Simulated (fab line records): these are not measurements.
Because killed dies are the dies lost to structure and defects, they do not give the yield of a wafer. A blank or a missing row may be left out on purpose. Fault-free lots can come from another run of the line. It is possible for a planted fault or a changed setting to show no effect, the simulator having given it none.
fab line records | flow rit-cmos
record: lots: 5 wafers: 15 last-day: 7
route steps=202 shown SDANNEAL@156 PSD@157 NSD@158 PLDD@159 NLDD@160 SILICIDE@161 CONTACT@168 M1@184
lots that met no fault: taken from a fault-free run of the same line
start-h: hours from the record's opening day to when the first of the lot's shown wafers began | wait-h: how many hours have passed since the lot's step before this one | " as in the row above | L1.1+2: a single row standing in for several wafers | - value missing, or start not given | * or withheld: withheld | < > ~ a bound
route shown NAME@n: NAME is a module with steps in the file, n the number in the route of the first one | usual: the fault-free wafers' mean and standard deviation | same: alike in all rows | chamber/n: place in a boat | sites: per-site readings | _std_site: the values' standard deviation | _edge_site: the outer-site mean with the inner-site mean subtracted | radius-mm: for every site, how far away it sits from the centre of the wafer | mask NAME#n: copy n | behind: the last tool/chamber to shape the wafer | hold: cause of the lot's hold/its duration in hours/its outcome | device: transistor that didn't switch, given as n, p or np | end of line: the same wafers' tests at the end of the route | a step given without rows: its recipe and nothing more | killed: dies that structure and defects cost at the first sort, which is not the same as the wafer's yield | map: shows each die of a wafer: x if killed, . if not, _ if none is there
set.NAME: setting as actually run; set.NAME@STEP: the setting as run at that earlier step | model.NAME: the simulator's own value behind a step, which no gauge read
lots at selected steps of the route; one table per step, one row per wafer
services: the hour from which a tool's chamber was out of use, counted from the record's first day as start-h (under 0 if before that day), plus the number of hours and why
== steps ==
step: RIT_SDANNEAL_RTA_03
recipe: temp-c: 1050 time-s: 5 idle-temp-c: 600 ramp-up-c-per-s: 342 ramp-down-c-per-s: 171 cool-to-c: 600 ambient: N2
step: RIT_SDANNEAL_RS_MEAS_04
recipe: thk-meas-gauge: four-point-probe
usual: PSD_RS: 115.78/0.28
columns lot.wafer tool chamber start-h wait-h PSD_RS[ohm/sq]
L197.1 film-metro-04 - 67.63 0.0 115.97
L197.2 " - " " 115.91
L197.5 " - " " 115.84
L199.2 film-metro-02 - 79.88 0.1 116.35
L199.3 " - " " 115.74
L199.6 " - " " 116.02
L209.2 film-metro-04 - 127.57 0.1 115.99
L209.4 " - " " 115.79
L209.5 " - " " 115.64
L213.1 film-metro-02 - 148.84 0.0 115.61
L213.4 " - " " 115.58
L213.5 " - " " 115.95
L217.1 film-metro-03 - 164.97 0.0 115.83
L217.2 " - " " 115.98
L217.3 " - " " 115.83
step: RIT_SDANNEAL_RS_MEAS_05
recipe: thk-meas-gauge: four-point-probe
usual: NSD_RS: 84.42/0.23
columns lot.wafer tool chamber start-h wait-h NSD_RS[ohm/sq]
L197.1 film-metro-04 - 67.75 0.1 84.42
L197.2 " - " " 84.63
L197.5 " - " " 84.77
L199.2 film-metro-02 - 80.00 0.1 84.81
L199.3 " - " " 84.55
L199.6 " - " " 84.64
L209.2 film-metro-04 - 127.69 0.1 84.05
L209.4 " - " " 83.88
L209.5 " - " " 84.22
L213.1 film-metro-02 - 148.96 0.1 84.69
L213.4 " - " " 84.87
L213.5 " - " " 84.66
L217.1 film-metro-03 - 165.09 0.1 84.40
L217.2 " - " " 84.64
L217.3 " - " " 84.81
step: RIT_SDANNEAL_RS_MEAS_06
recipe: thk-meas-gauge: four-point-probe
usual: PLDD_RS: 179.6/0.45
columns lot.wafer tool chamber start-h wait-h PLDD_RS[ohm/sq]
L197.1 film-metro-04 - 67.87 0.1 179.6
L197.2 " - " " 180.2
L197.5 " - " " 180.0
L199.2 film-metro-02 - 80.12 0.1 180.1
L199.3 " - " " 179.8
L199.6 " - " " 179.4
L209.2 film-metro-04 - 127.81 0.1 179.7
L209.4 " - " " 179.7
L209.5 " - " " 179.0
L213.1 film-metro-02 - 149.08 0.1 179.3
L213.4 " - " " 179.4
L213.5 " - " " 179.5
L217.1 film-metro-03 - 165.21 0.1 180.0
L217.2 " - " " 179.4
L217.3 " - " " 180.0
step: RIT_SDANNEAL_RS_MEAS_07
recipe: thk-meas-gauge: four-point-probe
usual: NLDD_RS: 151.5/0.51
columns lot.wafer tool chamber start-h wait-h NLDD_RS[ohm/sq]
L197.1 film-metro-04 - 67.99 0.1 151.3
L197.2 " - " " 152.0
L197.5 " - " " 152.1
L199.2 film-metro-02 - 80.24 0.1 151.0
L199.3 " - " " 151.1
L199.6 " - " " 151.1
L209.2 film-metro-04 - 127.93 0.1 151.7
L209.4 " - " " 151.8
L209.5 " - " " 151.4
L213.1 film-metro-02 - 149.20 0.1 151.3
L213.4 " - " " 151.4
L213.5 " - " " 150.9
L217.1 film-metro-03 - 165.33 0.1 150.8
L217.2 " - " " 151.4
L217.3 " - " " 150.9
step: RIT_SILICIDE_WET_ETCH_00
recipe: chemistry: BOE target: SiO2 target-depth-nm: 14 time-s: 15 dry: n2-spin dilution: 10:1 temp-c: 21.5
step: RIT_SILICIDE_SPUTTER_01
recipe: material: Ti target-thk-nm: 30 power-w: 358.6 chamber-pressure-pa: 0.667 gas: Ar time-s: 240 substrate-temp-c: 25
usual: throttle-valve-pct: 30.4/0.94
columns lot.wafer tool chamber start-h wait-h throttle-valve-pct
L197.1 pvd-sputter-01 - 68.12 0.0 29.6
L197.2 " - " " 31.0
L197.5 " - " " 31.2
L199.2 pvd-sputter-04 - 80.35 0.0 29.2
L199.3 " - " " 32.8
L199.6 " - " " 29.1
L209.2 pvd-sputter-04 - 128.04 0.0 30.9
L209.4 " - " " 32.7
L209.5 " - " " 29.3
L213.1 pvd-sputter-04 - 149.34 0.0 30.9
L213.4 " - " " 32.9
L213.5 " - " " 29.2
L217.1 pvd-sputter-01 - 165.46 0.0 30.1
L217.2 " - " " 30.8
L217.3 " - " " 31.1
step: RIT_SILICIDE_RS_MEAS_02
recipe: thk-meas-gauge: four-point-probe reads: Ti_of_SILICIDE_SPUTTER_01
usual: SILICIDE_TI_RS: 46.2/0.72
columns lot.wafer tool chamber start-h wait-h SILICIDE_TI_RS[ohm/sq]
L197.1 film-metro-03 - 68.27 0.1 46.2
L197.2 " - " " 45.2
L197.5 " - " " 45.7
L199.2 film-metro-03 - 80.52 0.1 47.5
L199.3 " - " " 47.1
L199.6 " - " " 48.1
L209.2 film-metro-03 - 128.21 0.1 46.1
L209.4 " - " " 46.2
L209.5 " - " " 46.8
L213.1 film-metro-01 - 149.49 0.1 45.9
L213.4 " - " " 46.5
L213.5 " - " " 46.3
L217.1 film-metro-03 - 165.61 0.1 45.4
L217.2 " - " " 46.1
L217.3 " - " " 45.5
step: RIT_SILICIDE_THK_MEAS_03
recipe: thk-meas-gauge: xrf reads: Ti_of_SILICIDE_SPUTTER_01
usual: SILICIDE_TI_THK: 31.3/0.4
columns lot.wafer tool chamber start-h wait-h SILICIDE_TI_THK[nm]
L197.1 film-metro-03 - 68.39 0.1 31.3
L197.2 " - " " 31.9
L197.5 " - " " 31.6
L199.2 film-metro-03 - 80.63 0.1 30.7
L199.3 " - " " 30.9
L199.6 " - " " 30.5
L209.2 film-metro-03 - 128.32 0.1 31.1
L209.4 " - " " 31.3
L209.5 " - " " 31.1
L213.1 film-metro-01 - 149.61 0.1 31.6
L213.4 " - " " 31.1
L213.5 " - " " 31.3
L217.1 film-metro-03 - 165.73 0.1 31.7
L217.2 " - " " 31.4
L217.3 " - " " 31.7
step: RIT_SILICIDE_RTA_04
recipe: temp-c: 650 time-s: 10 idle-temp-c: 25 ramp-up-s: 5 ramp-down-s: 5 cool-to-c: 25 ambient: N2
step: RIT_SILICIDE_WET_ETCH_05
recipe: chemistry: SPM target: Ti temp-c: 90 time-s: 120 dry: n2-spin
step: RIT_SILICIDE_RTA_06
recipe: temp-c: 750 time-s: 10 idle-temp-c: 25 ramp-up-s: 5 ramp-down-s: 10 cool-to-c: 25 ambient: N2
usual: wafer_temp_C_max: 753.7/0.71
columns lot.wafer tool chamber start-h wait-h wafer_temp_C_max
L197.1 rtp-anneal-01 0 68.56 0.0 753.1
L197.2 " 0 " " 754.4
L197.5 " 0 " " 754.2
L199.2 rtp-anneal-02 0 80.80 0.0 753.5
L199.3 " 0 " " 753.2
L199.6 " 0 " " 753.0
L209.2 rtp-anneal-01 0 128.49 0.0 754.2
L209.4 " 0 " " 753.7
L209.5 " 0 " " 753.3
L213.1 rtp-anneal-01 0 149.78 0.0 754.3
L213.4 " 0 " " 753.8
L213.5 " 0 " " 753.8
L217.1 rtp-anneal-01 0 165.95 0.0 753.1
L217.2 " 0 " " 755.3
L217.3 " 0 " " 754.2
step: RIT_CONTACT_CVD_00
recipe: material: SiO2 target-thk-nm: 400 precursor: TEOS temp-c: 390 time-s: 61 rf-w: 400
usual: heater-power-w: 313/50
columns lot.wafer tool chamber start-h wait-h heater-power-w
L197.1 pecvd-03 0 68.63 0.1 218
L197.2 " 1 " " 351
L197.5 " 0 " " 234
L199.2 pecvd-01 1 80.86 0.0 316
L199.3 " 0 " " 296
L199.6 " 2 " " 427
L209.2 pecvd-03 1 128.55 0.0 358
L209.4 " 0 " " 274
L209.5 " 2 " " 300
L213.1 pecvd-02 2 149.85 0.1 313
L213.4 " 0 " " 241
L213.5 " 2 " " 325
L217.1 pecvd-01 2 166.01 0.1 428
L217.2 " 1 " " 286
L217.3 " 0 " " 306
step: RIT_CONTACT_THK_MEAS_01
recipe: reads: SiO2_of_CONTACT_CVD_00
usual: CONTACT_TEOS_THK: 400/4.8
columns lot.wafer tool chamber start-h wait-h CONTACT_TEOS_THK[nm]
L197.1 film-metro-01 - 68.68 0.0 392
L197.2 " - " " 396
L197.5 " - " " 395
L199.2 film-metro-02 - 80.92 0.0 394
L199.3 " - " " 393
L199.6 " - " " 406
L209.2 film-metro-02 - 128.61 0.0 396
L209.4 " - " " 395
L209.5 " - " " 396
L213.1 film-metro-01 - 149.90 0.0 395
L213.4 " - " " 408
L213.5 " - " " 405
L217.1 film-metro-04 - 166.06 0.0 394
L217.2 " - " " 396
L217.3 " - " " 391
step: RIT_CONTACT_HMDS_02
recipe: prime-time-s: 60 prime-temp-c: 140
step: RIT_CONTACT_COAT_03
recipe: resist: NOVOLAK spin-rpm: 3250 resist-thk-nm: 1000
step: RIT_CONTACT_SOFTBAKE_04
recipe: resist: NOVOLAK temp-c: 90 time-s: 60
step: RIT_CONTACT_EXPOSE_05
recipe: mask-id: M11 na: 0.6 source-shape: conventional sigma-outer: 0.5 target-cd-nm: 1000 dose-mj: 250
step: RIT_CONTACT_PEB_06
recipe: resist: NOVOLAK temp-c: withheld time-s: withheld
step: RIT_CONTACT_DEVELOP_07
recipe: resist: NOVOLAK develop-time-s: 120 dev-temp-c: 23
step: RIT_CONTACT_CD_MEAS_08
recipe: target-cd-nm: 1000
usual: cd-nm: 999.8/2.4
columns lot.wafer tool chamber start-h wait-h cd-nm
L197.1 cd-sem-01 - 70.04 - 1000.4
L197.2 " - " " 999.4
L197.5 " - " " 1003.0
L199.2 cd-sem-02 - 82.15 - 995.3
L199.3 " - " " 997.5
L199.6 " - " " 996.7
L209.2 cd-sem-01 - 129.64 - 1000.5
L209.4 " - " " 1001.7
L209.5 " - " " 1002.0
L213.1 cd-sem-01 - 150.92 - 1001.2
L213.4 " - " " 1004.5
L213.5 " - " " 1002.0
L217.1 cd-sem-01 - 167.22 - 1001.2
L217.2 " - " " 997.9
L217.3 " - " " 999.1
step: RIT_CONTACT_OVL_MEAS_09
usual: CONTACT_OVL: 0.6/1.1
columns lot.wafer tool chamber start-h wait-h CONTACT_OVL[nm]
L197.1 overlay-01 - 70.16 0.1 1.1
L197.2 " - " " 1.3
L197.5 " - " " 2.1
L199.2 overlay-02 - 82.25 0.1 1.2
L199.3 " - " " -0.1
L199.6 " - " " 0.8
L209.2 overlay-02 - 129.76 0.1 0.5
L209.4 " - " " -0.5
L209.5 " - " " 0.4
L213.1 overlay-01 - 151.04 0.1 0.9
L213.4 " - " " 0.2
L213.5 " - " " 0.0
L217.1 overlay-01 - 167.34 0.1 0.8
L217.2 " - " " -1.6
L217.3 " - " " -0.6
step: RIT_CONTACT_HARDBAKE_10
recipe: resist: NOVOLAK temp-c: 140 time-s: 60
step: RIT_CONTACT_ETCH_11
recipe: target-depth-a: 4800 over-etch-frac: 0.2 stop-on: TiSi2 chemistry: CHF3/CF4/Ar target: SiO2 CHF3_flow_sccm: 50 cf4-flow-sccm: 10 Ar_flow_sccm: 100 O2_flow_sccm: 5 pressure-mtorr: 100 rf-w: 200 time-s: 320
step: RIT_CONTACT_STRIP_12
recipe: chemistry: O2 time-s: 172.5 resist: NOVOLAK platen-temp-c: withheld power-w: 500 pressure-mtorr: 4000 o2-flow-sccm: 4000
usual: drypump-motor-current-A: 5.6/0.36
columns lot.wafer tool chamber start-h wait-h drypump-motor-current-A rf-hours-counter-h
L197.1 plasma-asher-01 1 70.54 0.1 5.8 36
L197.2 " 0 " " 5.9 36
L197.5 " 1 " " 5.7 -
L199.2 plasma-asher-03 0 82.92 0.1 5.2 30
L199.3 " 0 " " 5.2 -
L199.6 " 1 " " 5.1 -
L209.2 plasma-asher-01 1 130.45 0.1 5.7 43
L209.4 " 1 " " 5.7 -
L209.5 " 1 " " 5.7 -
L213.1 plasma-asher-04 1 151.43 0.1 6.0 4
L213.4 " 0 " " 6.0 -
L213.5 " 0 " " 6.0 -
L217.1 plasma-asher-03 1 167.87 0.1 5.1 39
L217.2 " 0 " " 5.2 39
L217.3 " 0 " " 5.2 -
step: RIT_CONTACT_CD_MEAS_90
recipe: target-cd-nm: 1000
usual: cd-nm: 999.9/2.4
columns lot.wafer tool chamber start-h wait-h cd-nm
L197.1 cd-sem-02 - 70.71 0.1 1000.7
L197.2 " - " " 999.7
L197.5 " - " " 1003.3
L199.2 cd-sem-01 - 83.11 0.1 995.6
L199.3 " - " " 997.3
L199.6 " - " " 995.9
L209.2 cd-sem-02 - 130.65 0.1 1000.8
L209.4 " - " " 1002.1
L209.5 " - " " 1001.9
L213.1 cd-sem-01 - 151.61 0.1 1001.0
L213.4 " - " " 1004.8
L213.5 " - " " 1002.5
L217.1 cd-sem-02 - 168.04 0.1 1001.4
L217.2 " - " " 997.3
L217.3 " - " " 999.2
step: RIT_CONTACT_CLEAN_13
recipe: chemistry: SC1 mix: 3:3:50 time-s: 600 temp-c: 75
step: RIT_CONTACT_CLEAN_14
recipe: chemistry: SC2 mix: 3:3:50 time-s: 600 temp-c: 75 dry: n2-spin
step: RIT_M1_SPUTTER_00
recipe: material: Al target-thk-nm: 400 power-w: 2000 chamber-pressure-pa: 0.4 gas: Ar time-s: 500 substrate-temp-c: 25
usual: throttle-valve-pct: 30.0/1.1
columns lot.wafer tool chamber start-h wait-h throttle-valve-pct
L197.1 pvd-sputter-04 - 71.18 0.0 32.9
L197.2 " - " " 29.4
L197.5 " - " " 29.2
L199.2 pvd-sputter-03 - 83.63 0.0 29.5
L199.3 " - " " 31.1
L199.6 " - " " 29.1
L209.2 pvd-sputter-03 - 131.29 0.0 29.9
L209.4 " - " " 29.3
L209.5 " - " " 29.5
L213.1 pvd-sputter-03 - 152.10 0.0 29.6
L213.4 " - " " 28.8
L213.5 " - " " 28.9
L217.1 pvd-sputter-04 - 168.74 0.0 32.8
L217.2 " - " " 30.9
L217.3 " - " " 29.4
step: RIT_M1_RS_MEAS_01
recipe: thk-meas-gauge: four-point-probe reads: Al_of_M1_SPUTTER_00
usual: M1_AL_RS: 0.0735/0.00081
columns lot.wafer tool chamber start-h wait-h M1_AL_RS[ohm/sq]
L197.1 film-metro-03 - 71.51 0.2 0.0724
L197.2 " - " " 0.0733
L197.5 " - " " 0.0742
L199.2 film-metro-03 - 83.95 0.2 0.0744
L199.3 " - " " 0.0744
L199.6 " - " " 0.0742
L209.2 film-metro-04 - 131.60 0.2 0.0741
L209.4 " - " " 0.0731
L209.5 " - " " 0.0743
L213.1 film-metro-03 - 152.39 0.1 0.0727
L213.4 " - " " 0.0734
L213.5 " - " " 0.0742
L217.1 film-metro-03 - 169.03 0.1 0.0723
L217.2 " - " " 0.0738
L217.3 " - " " 0.0730
step: RIT_M1_THK_MEAS_02
recipe: thk-meas-gauge: xrf reads: Al_of_M1_SPUTTER_00
usual: M1_AL_THK: 394/5
columns lot.wafer tool chamber start-h wait-h M1_AL_THK[nm]
L197.1 film-metro-03 - 71.63 0.1 402
L197.2 " - " " 395
L197.5 " - " " 392
L199.2 film-metro-03 - 84.06 0.1 391
L199.3 " - " " 394
L199.6 " - " " 391
L209.2 film-metro-04 - 131.71 0.1 395
L209.4 " - " " 400
L209.5 " - " " 394
L213.1 film-metro-03 - 152.51 0.1 400
L213.4 " - " " 398
L213.5 " - " " 391
L217.1 film-metro-03 - 169.15 0.1 401
L217.2 " - " " 393
L217.3 " - " " 399
step: RIT_M1_HMDS_03
recipe: prime-time-s: 60 prime-temp-c: 140
step: RIT_M1_COAT_04
recipe: resist: NOVOLAK spin-rpm: 2000 resist-thk-nm: 1300
step: RIT_M1_SOFTBAKE_05
recipe: resist: NOVOLAK temp-c: 90 time-s: 60
step: RIT_M1_EXPOSE_06
recipe: mask-id: M12 na: 0.6 source-shape: conventional sigma-outer: 0.5 target-cd-nm: 2600 dose-mj: 250
step: RIT_M1_PEB_07
recipe: resist: NOVOLAK temp-c: withheld time-s: withheld
step: RIT_M1_DEVELOP_08
recipe: resist: NOVOLAK develop-time-s: 69.05 dev-temp-c: 23
step: RIT_M1_CD_MEAS_09
recipe: target-cd-nm: 2600
usual: cd-nm: 2600.4/2.2
columns lot.wafer tool chamber start-h wait-h cd-nm
L197.1 cd-sem-01 - 72.69 - 2598.0
L197.2 " - " " 2600.0
L197.5 " - " " 2599.7
L199.2 cd-sem-01 - 85.01 - 2599.8
L199.3 " - " " 2599.7
L199.6 " - " " 2598.7
L209.2 cd-sem-01 - 132.66 - 2600.7
L209.4 " - " " 2602.8
L209.5 " - " " 2602.4
L213.1 cd-sem-01 - 153.45 - 2599.4
L213.4 " - " " 2599.9
L213.5 " - " " 2598.1
L217.1 cd-sem-02 - 170.09 - 2603.9
L217.2 " - " " 2603.5
L217.3 " - " " 2604.2
step: RIT_M1_OVL_MEAS_10
usual: M1_OVL: 0.6/1.3
columns lot.wafer tool chamber start-h wait-h M1_OVL[nm]
L197.1 overlay-02 - 72.81 0.1 2.4
L197.2 " - " " 2.9
L197.5 " - " " 2.6
L199.2 overlay-02 - 85.11 0.1 0.5
L199.3 " - " " 1.9
L199.6 " - " " 0.7
L209.2 overlay-01 - 132.77 0.1 1.1
L209.4 " - " " 1.9
L209.5 " - " " 2.4
L213.1 overlay-02 - 153.57 0.1 0.8
L213.4 " - " " 0.5
L213.5 " - " " 0.4
L217.1 overlay-02 - 170.21 0.1 0.6
L217.2 " - " " 0.5
L217.3 " - " " -0.6
step: RIT_M1_HARDBAKE_11
recipe: resist: NOVOLAK temp-c: 140 time-s: 120
step: RIT_M1_METAL_ETCH_12
recipe: stop-on: SiO2 chemistry: Cl2/BCl3 target: Al time-s: 165 over-etch-frac: 0.5 pressure-mtorr: 100 target-depth-a: 6000 rf-w: 250 Cl2_flow_sccm: 60 bcl3-flow-sccm: 50
usual: drypump-motor-current-A: 5.9/0.36 oes-product-au: 0.781/0.02 throttle-valve-pct: 8.22/0.052
columns lot.wafer tool chamber start-h wait-h drypump-motor-current-A oes-product-au rf-hours-counter-h throttle-valve-pct
L197.1 rie-metal-01 1 73.10 0.2 5.7 0.791 38 8.27
L197.2 " 0 " " 6.2 0.759 34 8.21
L197.5 " 0 " " 6.2 0.760 - 8.20
L199.2 rie-metal-02 0 85.39 0.2 6.4 0.773 3 8.28
L199.3 " 1 " " 6.0 0.753 - 8.22
L199.6 " 0 " " 6.4 0.776 - 8.27
L209.2 rie-metal-01 0 133.05 0.2 6.2 0.759 35 8.22
L209.4 " 0 " " 6.2 0.770 - 8.21
L209.5 " 0 " " 6.2 0.756 - 8.22
L213.1 rie-metal-02 0 153.86 0.2 6.4 0.784 3 8.28
L213.4 " 1 " " 6.0 0.757 - 8.22
L213.5 " 0 " " 6.4 0.769 - 8.29
L217.1 rie-metal-03 0 170.50 0.2 5.4 0.814 2 8.13
L217.2 " 1 " " 6.0 0.799 2 8.20
L217.3 " 1 " " 6.0 0.806 - 8.21
step: RIT_M1_STRIP_13
recipe: chemistry: nmp resist: NOVOLAK temp-c: 80 time-s: 600 dry: n2-spin
step: RIT_M1_PROBE_99
usual: killed-at-contacts: 0.1/0.23 killed-at-front-end: 6.6/2.8 killed-dies: 6.6/2.8 killed-on-rim: 1.8/1.4 killed-open: 3.3/2 killed-short: 3.2/1.7
same: gross-dies: 264 killed_at_M0_to_M3: 0 killed_at_M4_up: 0 killed-at-back-side: 0 killed-at-other: 0
columns lot.wafer tool chamber start-h wait-h killed-at-contacts killed-at-front-end killed-dies killed-on-rim killed-open killed-short
L209.4 prober-02 - 135.45 0.2 34 5 39 7 1 4
killed by level:class
L209.4 CONTACT:unspecified=34 FOX1:geometric-particle:short=2 SPACER:geometric-particle:short=1 SILICIDE:geometric-particle:short=1 SILICIDE:geometric-particle:open=1
map L209.4 (x killed, . not)
________......._______
_____.........x...____
____...............___
___.................__
__..................._
__x.................._
_x....................
_.....................
_....xx.xx............
_.....xxxx............
__..xxxxxx..........._
__.x.xxxxxxx........._
___.xxxxxx.x........__
____.xxxxxx........___
_____..x..........____
________......._______
map L197.1 (x killed, . not)
________......x_______
_____.............____
____.....x.....x...___
___....x............__
__..................._
__..................._
_.....................
_.....................
_.....................
_.....................
__....x.............._
__......x.x.........._
___.................__
____...............___
_____.........x...____
________......._______
== services ==
columns tool chamber start-h hours kind
pvd-sputter-01 - 46.64 0.7 repair
plasma-asher-03 - 52.89 14.6 pm
pecvd-03 - 85.27 1.0 repair
rie-metal-03 1 89.01 12.3 repair
pecvd-01 - 89.32 6.0 pm
pecvd-01 0 99.99 13.7 repair
rie-metal-01 - 103.40 14.6 pm
plasma-asher-04 - 108.75 9.0 pm
plasma-asher-04 0 108.75 9.0 vent-cycle
plasma-asher-04 1 108.75 9.0 vent-cycle
plasma-asher-04 0 117.75 - clean
plasma-asher-04 1 117.75 - clean
plasma-asher-01 - 134.42 1.8 repair
rie-metal-01 - 136.12 20.0 pm
rie-metal-01 0 136.12 20.0 vent-cycle
rie-metal-01 1 136.12 20.0 vent-cycle
pecvd-01 1 136.30 19.4 repair
rie-metal-01 0 156.12 - clean
rie-metal-01 1 156.12 - clean
pvd-sputter-04 - 164.15 2.6 repair
== key ==
first-sign: step: RIT_M1_PROBE_99 reading: killed-at-contacts direction: up sigmas: 34 usual: 0.1 struck: 34
effect: step: RIT_M1_PROBE_99 reading: killed-dies direction: up sigmas: 11 usual: 6.6 struck: 39
met-at RIT_CONTACT_CVD_00
struck-wafers L209.4
tester-left-out L209
onset-between 68.63 128.55
fault: kind: chamber-particle-source tool: pecvd-03 chamber: 0 onset-h: 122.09 steps: RIT_CONTACT_CVD_00 rate-per-visit-cm2: 1.2339 end-h: 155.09
tester-left-out: of these lots the tester's yield and bins aren't shown, on N5 and GAA mostly nor the transistor test; their killed dies are dies lost to structure and defects alone, not to doping, threshold or leakage, so they don't give the yield
